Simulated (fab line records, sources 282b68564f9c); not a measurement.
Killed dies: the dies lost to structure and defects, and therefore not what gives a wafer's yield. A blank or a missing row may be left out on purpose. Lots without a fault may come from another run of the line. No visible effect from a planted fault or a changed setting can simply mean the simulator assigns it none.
Which tool is to blame? :: flow rit-cmos :: 39 wafers from 13 lots sampled at 5 of the route's 202 steps

WHAT THE GAUGES READ, wafer by wafer
RIT_FOX1_THK_MEAS_01.
lot: L943
measured: day 1 17:38
on: film-metro-04
FOX1_OXIDE_THK (nm): 335 341 344

lot: L944
measured: day 1 21:49
on: film-metro-03
FOX1_OXIDE_THK (nm): 350 348 346

lot: L945
measured: day 2 04:23
on: film-metro-02
FOX1_OXIDE_THK (nm): 345 352 338

lot: L946
measured: day 2 08:29
on: film-metro-02
FOX1_OXIDE_THK (nm): 354 349 355

lot: L947
measured: day 2 14:40
on: film-metro-02
FOX1_OXIDE_THK (nm): 334 335 340

lot: L948
measured: day 2 18:00
on: film-metro-04
FOX1_OXIDE_THK (nm): 358 361 356

lot: L949
measured: day 2 23:35
on: film-metro-04
FOX1_OXIDE_THK (nm): 350 346 342

lot: L950
measured: day 3 03:59
on: film-metro-04
FOX1_OXIDE_THK (nm): 346 348 349

lot: L952
measured: day 3 15:44
on: film-metro-04
FOX1_OXIDE_THK (nm): 351 352 349

lot: L955
measured: day 4 09:48
on: film-metro-02
FOX1_OXIDE_THK (nm): 350 351 350

lot: L956
measured: day 4 15:26
on: film-metro-04
FOX1_OXIDE_THK (nm): 348 341 347

lot: L963
measured: day 5 21:31
on: film-metro-04
FOX1_OXIDE_THK (nm): 333 338 333

lot: L966
measured: day 6 12:53
on: film-metro-02
FOX1_OXIDE_THK (nm): 353 350 351

RIT_PLDD_OVL_MEAS_06.
lot: L943
measured: day 2 18:52
on: overlay-01
PLDD_OVL (nm): 0.7 -0.7 -1.0

lot: L944
measured: day 2 23:07
on: overlay-01
PLDD_OVL (nm): 0.4 -1.2 -1.1

lot: L945
measured: day 3 06:19
on: overlay-01
PLDD_OVL (nm): 1.6 3.4 -0.6

lot: L946
measured: day 3 10:39
on: overlay-01
PLDD_OVL (nm): 2.4 1.4 1.8

lot: L947
measured: day 3 17:00
on: overlay-01
PLDD_OVL (nm): -2.0 1.6 0.7

lot: L948
measured: day 3 20:45
on: overlay-01
PLDD_OVL (nm): 0.2 1.9 0.5

lot: L949
measured: day 4 02:04
on: overlay-02
PLDD_OVL (nm): -1.7 0.6 -2.3

lot: L950
measured: day 4 06:14
on: overlay-01
PLDD_OVL (nm): 2.7 2.1 4.4

lot: L952
measured: day 4 23:30
on: overlay-01
PLDD_OVL (nm): 1.0 2.5 2.3

lot: L955
measured: day 5 16:11
on: overlay-02
PLDD_OVL (nm): -1.9 -2.1 0.8

lot: L956
measured: day 5 20:28
on: overlay-01
PLDD_OVL (nm): 0.9 2.6 1.4

lot: L963
measured: day 6 23:03
on: overlay-02
PLDD_OVL (nm): 0.1 -2.0 -0.8

lot: L966
measured: day 7 17:44
on: overlay-01
PLDD_OVL (nm): 1.0 -0.1 0.1

RIT_PLDD_TW_MEAS_10.
lot: L943
measured: day 2 19:23
on: film-metro-04
PLDD_TW: 2344 2340 2353

lot: L944
measured: day 2 23:38
on: film-metro-01
PLDD_TW: 2294 2300 2306

lot: L945
measured: day 3 06:50
on: film-metro-04
PLDD_TW: 2351 2374 2367

lot: L946
measured: day 3 11:10
on: film-metro-01
PLDD_TW: 2293 2298 2286

lot: L947
measured: day 3 17:41
on: film-metro-01
PLDD_TW: 2284 2286 2288

lot: L948
measured: day 3 21:16
on: film-metro-01
PLDD_TW: 2291 2287 2290

lot: L949
measured: day 4 02:35
on: film-metro-01
PLDD_TW: 2306 2302 2308

lot: L950
measured: day 4 06:44
on: film-metro-01
PLDD_TW: 2314 2302 2298

lot: L952
measured: day 5 00:01
on: film-metro-02
PLDD_TW: 2329 2335 2329

lot: L955
measured: day 5 16:42
on: film-metro-01
PLDD_TW: 2114 2114 2124

lot: L956
measured: day 5 21:00
on: film-metro-01
PLDD_TW: 2125 2121 2126

lot: L963
measured: day 6 23:34
on: film-metro-01
PLDD_TW: 2267 2277 2271

lot: L966
measured: day 7 18:14
on: film-metro-01
PLDD_TW: 2284 2295 2281

RIT_SDANNEAL_RS_MEAS_06: measures by four-point-probe.
lot: L943
measured: day 3 01:30
on: film-metro-04
PLDD_RS (ohm/sq): 177.7 177.5 177.7

lot: L944
measured: day 3 06:07
on: film-metro-04
PLDD_RS (ohm/sq): 178.2 177.9 177.7

lot: L945
measured: day 3 12:56
on: film-metro-04
PLDD_RS (ohm/sq): 177.3 176.8 176.8

lot: L946
measured: day 3 17:24
on: film-metro-04
PLDD_RS (ohm/sq): 178.1 178.2 178.2

lot: L947
measured: day 4 00:04
on: film-metro-04
PLDD_RS (ohm/sq): 178.2 178.3 178.2

lot: L948
measured: day 4 04:37
on: film-metro-01
PLDD_RS (ohm/sq): 178.7 178.3 178.4

lot: L949
measured: day 4 08:58
on: film-metro-04
PLDD_RS (ohm/sq): 178.8 178.7 178.1

lot: L950
measured: day 4 12:56
on: film-metro-01
PLDD_RS (ohm/sq): 178.9 178.8 179.1

lot: L952
measured: day 5 06:08
on: film-metro-02
PLDD_RS (ohm/sq): 178.5 179.0 178.4

lot: L955
measured: day 5 23:17
on: film-metro-04
PLDD_RS (ohm/sq): 196.0 195.8 195.8

lot: L956
measured: day 6 04:40
on: film-metro-01
PLDD_RS (ohm/sq): 197.2 197.4 197.2

lot: L963
measured: day 7 05:46
on: film-metro-02
PLDD_RS (ohm/sq): 178.6 178.6 178.9

lot: L966
measured: day 8 00:30
on: film-metro-01
PLDD_RS (ohm/sq): 178.9 178.2 178.5

TOOL THAT RAN EACH LOT (tool first, then ch and the chambers of the sampled wafers, then the start)
lot: L943
RIT_PLDD_IMPLANT_08: implanter-03 ch 0, day 2 19:03

lot: L944
RIT_PLDD_IMPLANT_08: implanter-03 ch 0, day 2 23:19

lot: L945
RIT_PLDD_IMPLANT_08: implanter-04 ch 0, day 3 06:32

lot: L946
RIT_PLDD_IMPLANT_08: implanter-03 ch 0, day 3 10:52

lot: L947
RIT_PLDD_IMPLANT_08: implanter-04 ch 0, day 3 17:22

lot: L948
RIT_PLDD_IMPLANT_08: implanter-01 ch 0, day 3 20:58

lot: L949
RIT_PLDD_IMPLANT_08: implanter-03 ch 0, day 4 02:19

lot: L950
RIT_PLDD_IMPLANT_08: implanter-04 ch 0, day 4 06:25

lot: L952
RIT_PLDD_IMPLANT_08: implanter-01 ch 0, day 4 23:41

lot: L955
RIT_PLDD_IMPLANT_08: implanter-04 ch 0, day 5 16:23

lot: L956
RIT_PLDD_IMPLANT_08: implanter-04 ch 0, day 5 20:41

lot: L963
RIT_PLDD_IMPLANT_08: implanter-01 ch 0, day 6 23:16

lot: L966
RIT_PLDD_IMPLANT_08: implanter-03 ch 0, day 7 17:56
- RIT_PLDD_IMPLANT_08

AS READ BY THE TOOLS THEMSELVES (means over the sampled wafers that have a number; for cases with no such wafer, the mark the record gives instead)
RIT_PLDD_IMPLANT_08.
lot: L943
tool: implanter-03
beam-energy-keV: 20.007

lot: L944
tool: implanter-03
beam-energy-keV: 19.997

lot: L945
tool: implanter-04
beam-energy-keV: 19.999

lot: L946
tool: implanter-03
beam-energy-keV: 19.994

lot: L947
tool: implanter-04
beam-energy-keV: 20.001

lot: L948
tool: implanter-01
beam-energy-keV: 19.999

lot: L949
tool: implanter-03
beam-energy-keV: 20.002

lot: L950
tool: implanter-04
beam-energy-keV: 20.001

lot: L952
tool: implanter-01
beam-energy-keV: 19.996

lot: L955
tool: implanter-04
beam-energy-keV: 15.178

lot: L956
tool: implanter-04
beam-energy-keV: 15.179

lot: L963
tool: implanter-01
beam-energy-keV: 20.008

lot: L966
tool: implanter-03
beam-energy-keV: 19.996

THE ANSWER, worked out from the rows above alone
Rule: usual is defined by the lots themselves. The widest of any qualifying gaps counts: lots, ordered by their means at a reading, are off when they make up no more than a third of the lots, leave a main group of 4 or more, and stand apart from it by 3 or more times the standard deviation of that group's means. The tables above print the reading to a certain number of digits; a main group whose means all agree to those digits is not used. Also off: a lot with no number at a reading for which 4 or more lots have one. Any other lot the step has rows for is counted as sound. After the gauges, taken in route order, come the tools' own readings; for these a lot's mean is taken, as printed above. At the first step where some lot is off, the reading lying furthest off is the one used; lots without a number count as furthest.
Off: L955, L956, seen at RIT_PLDD_TW_MEAS_10 (PLDD_TW). Main group: mean 2307, sd 27.
A tool fits if, at a process step before that reading, it ran every lot that is off, and no sound lot after the first of them. The gauges at RIT_PLDD_TW_MEAS_10 aren't tried: what is off there is off at RIT_PLDD_IMPLANT_08 too, on other tools, and a gauge's error can't cause that. One fits: RIT_PLDD_IMPLANT_08 on implanter-04. A fault onset in the window from L950 (day 4 06:25, its last sound lot) to L955 (day 5 16:23, its first lot off) fits.
On the lots that are off, the tool's own readings at RIT_PLDD_IMPLANT_08 differ by more than 5 times the standard deviation of the sound lots' means, which bears it out; beam-energy-keV reads 15.178 there versus 20.000 on the sound lots.

WHAT THE SIMULATOR PUT IN
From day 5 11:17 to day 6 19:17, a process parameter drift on implanter-04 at RIT_PLDD_IMPLANT_08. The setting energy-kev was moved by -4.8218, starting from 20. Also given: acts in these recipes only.
Struck lots among those shown: L955, L956. Same finding as the rule above.
